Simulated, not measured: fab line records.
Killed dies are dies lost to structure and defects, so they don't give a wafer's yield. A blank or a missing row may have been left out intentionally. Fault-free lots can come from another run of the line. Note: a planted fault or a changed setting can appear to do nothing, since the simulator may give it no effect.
Split-lot experiment | flow berkeleyCmos170 | 23 wafers read across 5 lots, on a route 331 steps long

== ABOUT THE SPLIT ==
At UCB170_SPACER_CVD_00 (deposits SiO2 from TEOS/O2, target thk 376 nm, time 47 s), the setting timeS was moved away from the recipe's 47 s on 10 of the 23 wafers read, by -9.9% to +10.4%. The other wafers ran this setting at the recipe's value.

No step appears in the file between the split and the reading.

== THE READING ==
SPACER_TEOS_THK (nm), taken at UCB170_SPACER_THK_MEAS_01. On this fab line, fault-free wafers typically give 376 nm with a standard deviation of 4.7 nm.

wafer  | tool, chamber at the split | timeS as run, s | against the recipe | SPACER_TEOS_THK, nm | against lot-mates on the recipe
L074.1 | pecvd-01, 2                | 47              | recipe             | 381                 | -
L074.2 | pecvd-01, 0                | 42.35           | -9.9%              | 342                 | -41
L074.3 | pecvd-01, 1                | 42.35           | -9.9%              | 340                 | -43
L074.4 | pecvd-01, 0                | 47              | recipe             | 385                 | -
L074.6 | pecvd-01, 2                | 42.35           | -9.9%              | 351                 | -32
L079.1 | pecvd-02, 0                | 47              | recipe             | 378                 | -
L079.2 | pecvd-02, 2                | 51.91           | +10.4%             | 411                 | +33
L079.3 | pecvd-02, 1                | 47              | recipe             | 378                 | -
L079.5 | pecvd-02, 2                | 47              | recipe             | 377                 | -
L079.6 | pecvd-02, 0                | 51.91           | +10.4%             | 418                 | +40
L081.1 | pecvd-01, 1                | 47              | recipe             | 374                 | -
L081.2 | pecvd-01, 2                | 48.86           | +4.0%              | 387                 | +8
L081.3 | pecvd-01, 0                | 48.86           | +4.0%              | 391                 | +12
L081.5 | pecvd-01, 0                | 47              | recipe             | 383                 | -
L081.6 | pecvd-01, 2                | 47              | recipe             | 380                 | -
L083.2 | pecvd-02, 1                | 44.25           | -5.9%              | 347                 | -26
L083.3 | pecvd-02, 1                | 47              | recipe             | 373                 | -
L083.4 | pecvd-02, 2                | 44.25           | -5.9%              | 350                 | -22
L083.5 | pecvd-02, 2                | 47              | recipe             | 372                 | -
L083.6 | pecvd-02, 1                | 44.25           | -5.9%              | 353                 | -20
L085.4 | pecvd-04, 1                | 47              | recipe             | 376                 | -
L085.5 | pecvd-04, 0                | 47              | recipe             | 375                 | -
L085.6 | pecvd-04, 2                | 47              | recipe             | 379                 | -

THE FIT
A straight line over all 23 wafers: SPACER_TEOS_THK changes by +3.59 nm for each +1% of timeS; r = +0.97; the points scatter about the line by 4.6 nm.
The same after taking each lot's own level away (the mean of its wafers on the recipe; 23 wafers): +3.67 nm for each +1%; r = +0.99; scatter 3.3 nm.
The reading moves by 38 nm for the largest change in timeS, on that fit.
The lots' own levels span 372.5 to 383.0 nm, that is 2.2 times the standard deviation above.
Hence the lot-to-lot level has little effect on the slope; both slopes agree.
Check: with one of the wafers moved furthest among these (+10.4%) left out of the fit, the line predicts +38.7 nm for it against its lot-mates. Against them it came out at +33.3 nm.

== THESE WAFERS: OTHER SPLITS ==
Before the reading, these wafers also passed through other splits. Each is held against what the fit with the lots' levels taken away leaves over:
other split on the same wafers | wafers away from the commonest value | r with SPACER_TEOS_THK (lot level and that fit taken away)
UCB170_PLDD_EXPOSE_03 doseMj   | 8                                    | +0.03
UCB170_NLDD_EXPOSE_03 doseMj   | 7                                    | +0.09

== THE WHOLE CHAIN: every reading that the file lists as answering this split, in the file's order ==
step                      | what it does                                                             | reading                                                                      | change (the file's fit)              | r (the file's)
UCB170_SPACER_CVD_00      | deposits SiO2 from TEOS/O2, target thk 376 nm, time 47 s                 | SiO2_of_SPACER_CVD_00.thkNm (the simulator's own value, which no gauge read) | +3.63 nm for each +1% of the setting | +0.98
UCB170_SPACER_THK_MEAS_01 |                                                                          | SPACER_TEOS_THK                                                              | +3.62 for each +1% of the setting    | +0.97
UCB170_SPACER_ETCHBACK_03 | etches SiO2 in CHF3/CF4/Ar, stops on Si, target depth 376 nm, time 100 s | etch.depthNm (the simulator's own value, which no gauge read)                | +3.48 nm for each +1% of the setting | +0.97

== FILE'S OWN FIT ==
SPACER_TEOS_THK changes by +3.62 nm for each +1% of timeS, r = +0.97.
